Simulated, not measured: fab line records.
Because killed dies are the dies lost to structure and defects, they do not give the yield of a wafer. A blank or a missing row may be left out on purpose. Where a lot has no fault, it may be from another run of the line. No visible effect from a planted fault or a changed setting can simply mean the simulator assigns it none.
One fault through the eyes of 2 desks / flow berkeley-cmos170 / each desk has only its own numbers; what lay behind them comes last

== FOR THE TOOL OWNER'S DESK: plasma-asher-02 ==
The tool's own readings at UCB170_NSD_STRIP_09 (strips in O2): means of the sampled wafers that have a number, for each lot that ran on this tool. A lot is out of limits, marked OUT, if its mean lies more than 4 standard deviations from the usual mean; the brackets give that distance.
Columns: A = drypump-motor-current-A at UCB170_NSD_STRIP_09, usual 5.5 A; B = oes-product-au at UCB170_NSD_STRIP_09, usual 0.534 a.u.; C = strip-time-to-endpoint-s at UCB170_NSD_STRIP_09, usual 35.84 s
lot=L528; first seen here=day 6 17:25; A=5.5; B=0.535; C=35.87
lot=L529; first seen here=day 6 18:15; A=5.3; B=0.531; C=35.87
lot=L530; first seen here=day 7 06:08; A=5.2; B=0.535; C=35.71
lot=L537; first seen here=day 8 13:59; A=5.0; B=0.533; C=35.80
lot=L540; first seen here=day 9 17:08; A=5.3; B=0.544; C=34.94 (-11) OUT
lot=L542; first seen here=day 9 17:58; A=5.3; B=0.545; C=35.03 (-10) OUT
Finding of this desk: L540, L542 out of limits; the first was L540 at day 9 17:08, on strip-time-to-endpoint-s at UCB170_NSD_STRIP_09. In limits: L528, L529, L530, L537.

== THE METROLOGY DESK ==
Lot by lot, what the gauges showed, no matter which tool ran the lot: averages of those sampled wafers that carry a number. A lot is out of limits, marked OUT, if its mean lies more than 4 standard deviations from the usual mean; the brackets give that distance.
Columns: A = SILICIDE_TI_THK at UCB170_SILICIDE_THK_MEAS_03, usual 29.7 nm; B = M1_AL_RS at UCB170_M1_RS_MEAS_01, usual 0.0485 ohm/sq; C = M1_OVL at UCB170_M1_OVL_MEAS_10, usual -1 nm
lot=L528; first seen here=day 6 19:28; A=30.0; B=0.0491; C=-1
lot=L527; first seen here=day 6 20:11; A=29.8; B=0.0482; C=4
lot=L529; first seen here=day 6 20:22; A=30.4; B=0.0487; C=1
lot=L530; first seen here=day 7 08:01; A=29.7; B=0.0480; C=-9
lot=L531; first seen here=day 7 08:11; A=29.7; B=0.0484; C=-5
lot=L532; first seen here=day 7 17:44; A=30.0; B=0.0490; C=-1
lot=L536; first seen here=day 8 14:22; A=29.6; B=0.0491; C=-3
lot=L537; first seen here=day 8 16:01; A=29.4; B=0.0489; C=-8
lot=L540; first seen here=day 9 19:33; A=29.7; B=0.0493; C=-2
lot=L544; first seen here=day 9 20:02; A=29.4; B=0.0481; C=-4
lot=L542; first seen here=day 9 20:10; A=29.8; B=0.0481; C=5
lot=L545; first seen here=day 10 06:36; A=30.2; B=0.0487; C=1
lot=L549; first seen here=day 11 05:34; A=29.5; B=0.0476; C=1
lot=L548; first seen here=day 11 06:11; A=29.4; B=0.0489; C=-0
This desk's finding: nothing out of limits on any of the 14 lots.

== ALL TOGETHER ==
The tool owner's desk could have raised an alarm at day 9 17:08, on L540, L542.
Nothing out of limits was seen by the metrology desk.
The metrology desk holds a record of L540, L542, inside its limits.
On plasma-asher-02, each named lot ran UCB170_NSD_STRIP_09.

== WHAT WAS PUT IN BY THE SIMULATOR ==
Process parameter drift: plasma-asher-02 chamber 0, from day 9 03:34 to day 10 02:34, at UCB170_NSD_STRIP_09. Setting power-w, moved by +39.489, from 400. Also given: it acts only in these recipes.
Shown lots that were struck: L540, L542.
Delay in hours, fault start to first out-of-limits reading, by desk: the tool owner's desk at 14.
